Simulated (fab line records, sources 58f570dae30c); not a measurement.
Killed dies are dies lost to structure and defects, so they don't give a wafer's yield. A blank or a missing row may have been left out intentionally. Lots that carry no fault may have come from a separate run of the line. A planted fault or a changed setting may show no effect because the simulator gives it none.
Matching of chambers    flow berkeleyCmos170    3 sister chambers for UCB170_V1_CVD_00 on pecvd-02
The step deposits SiO2 from TEOS/O2, target thk 2000 nm, time 250 s. 6 wafers are shown with their chamber, then 7 later ones without.

== WAFERS, EACH WITH ITS CHAMBER ==
wafer   chamber  heaterPowerW (W)
L269.4  0        311
L270.1  1        297
L270.2  0        338
L270.3  2        319
L273.2  2        248
L273.4  1        225

== WAFERS WHOSE CHAMBER IS MISSING ==
wafer   heaterPowerW (W)
L273.5  412
L279.1  237
L279.2  288
L279.3  368
L284.1  304
L284.4  230
L284.5  232

== EACH ONE'S CHAMBER ==
wafer   from the rows above           in truth
L273.5  can't be placed: 0 or 2 or 1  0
L279.1  can't be placed: 1 or 2 or 0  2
L279.2  can't be placed: 2 or 1 or 0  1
L279.3  can't be placed: 0 or 2 or 1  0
L284.1  can't be placed: 0 or 2 or 1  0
L284.4  can't be placed: 1 or 2 or 0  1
L284.5  can't be placed: 1 or 2 or 0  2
0 of 7 placed correctly. Can't be placed from these rows: 7 (the true chamber is among the candidates in 7). Wrongly placed: 0.
How it was worked out, from the rows above alone: a wafer's distance from a chamber is the root of the sum, over the readings, of the square of ((its reading less the chamber's mean) divided by the reading's scatter). The wafer belongs to the nearest chamber; if the next one is less than 2 further off, it can't be placed. A chamber's mean is the mean of its shown wafers. The scatter is the square root of a quotient: the sum, over the shown wafers, of each reading's squared deviation from its chamber's mean, divided by wafers minus chambers.
